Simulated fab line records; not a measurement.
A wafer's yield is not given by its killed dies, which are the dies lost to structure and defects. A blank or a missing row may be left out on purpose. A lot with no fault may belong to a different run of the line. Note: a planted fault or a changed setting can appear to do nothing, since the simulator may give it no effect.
Which tool is to blame?	flow rit cmos	Sampling: 6 lots, 18 wafers, 2 of 202 route steps

WHAT THE GAUGES READ, wafer by wafer
RIT_WELLDRIVE_RS_MEAS_01: measures by four-point-probe.
lot	measured	on	NWELL_RS (ohm/sq)
L317	day 2 17:15	film metro-03	274.6 275.0 275.1
L320	day 3 01:26	film metro-01	273.9 274.3 274.6
L323	day 3 19:12	film metro-02	277.1 276.8 277.2
L327	day 4 17:00	film metro-01	276.5 275.6 275.3
L335	day 6 05:44	film metro-03	274.7 275.3 275.4
L338	day 6 20:38	film metro-02	276.3 275.1 276.0

EACH LOT AND THE TOOL THAT RAN IT (in order: tool; ch and the chambers of the sampled wafers; start)
lot	RIT_WELLDRIVE_ANNEAL_00
L317	furnace-04 ch 0, day 2 12:10
L320	furnace-04 ch 0, day 2 20:22
L323	furnace-03 ch 0, day 3 14:03
L327	furnace-03 ch 0, day 4 11:52
L335	furnace-03 ch 0, day 6 00:39
L338	furnace-03 ch 0, day 6 15:32
- RIT_WELLDRIVE_ANNEAL_00: time 14700 s.

THE ANSWER, worked out from the rows above alone
Rule: what is usual is taken from the lots themselves. Put in order of their means at a reading, lots are off if they are a third of the lots or fewer, leave a main group of 4 or more, and stand apart from it by a gap of 3 or more times the standard deviation of the main group's means; of several such gaps the widest counts. If all means in a main group match to the digits the tables above print for the reading, that group is not used. A lot without any number at a reading at which 4 lots or more have one is off too. Any other lot the step has rows for is counted as sound.
None of the lots is off at any reading shown; this tells nothing.

WHAT THE SIMULATOR HAD INSERTED
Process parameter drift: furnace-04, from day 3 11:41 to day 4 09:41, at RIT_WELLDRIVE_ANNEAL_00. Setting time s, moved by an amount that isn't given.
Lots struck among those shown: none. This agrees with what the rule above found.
